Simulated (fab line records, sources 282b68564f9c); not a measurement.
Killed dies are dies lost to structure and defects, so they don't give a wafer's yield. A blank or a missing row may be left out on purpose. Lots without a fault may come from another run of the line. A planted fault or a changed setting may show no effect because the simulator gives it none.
Chamber matching | flow rit_cmos | RIT_GATE_ETCH_19 on rie_si-01: 4 sister chambers
The step etches poly-Si in SF6/CHF3/O2, stops on SiO2, time 165 s, target depth 312.5 nm. 4 wafers are shown with their chamber, then 8 later ones without.

WAFERS WITH THEIR CHAMBER
wafer  | chamber | drypump_motor_current_A (A)
L642.5 | 0       | 5.3
L650.4 | 1       | 5.7
L652.2 | 3       | 5.9
L654.3 | 2       | 6.5

WAFERS WITHOUT THEIR CHAMBER
wafer  | drypump_motor_current_A (A)
L654.4 | 5.9
L654.6 | 6.5
L656.1 | 5.9
L656.2 | 6.4
L656.5 | 5.7
L664.1 | 5.7
L664.3 | 6.4
L664.5 | 6.4

WHICH CHAMBER EACH WENT THROUGH
wafer  | from the rows above | in truth
L654.4 | 3                   | 3
L654.6 | 2                   | 2
L656.1 | 3                   | 3
L656.2 | 2                   | 2
L656.5 | 1                   | 1
L664.1 | 1                   | 1
L664.3 | 2                   | 2
L664.5 | 2                   | 2
Placed correctly: 8 of 8. Can't be placed from these rows: 0. Placed wrongly: 0.
How it was worked out, from the rows above alone: a wafer's distance from a chamber is the root of the sum, over the readings, of the square of ((its reading less the chamber's mean) divided by the reading's scatter). The wafer belongs to the nearest chamber; if the next one is less than 2 further off, it can't be placed. A chamber's mean is the mean of its shown wafers. The scatter: with one shown wafer a chamber, the root of the mean of the squares of how far each hidden wafer lies from its nearest shown one.
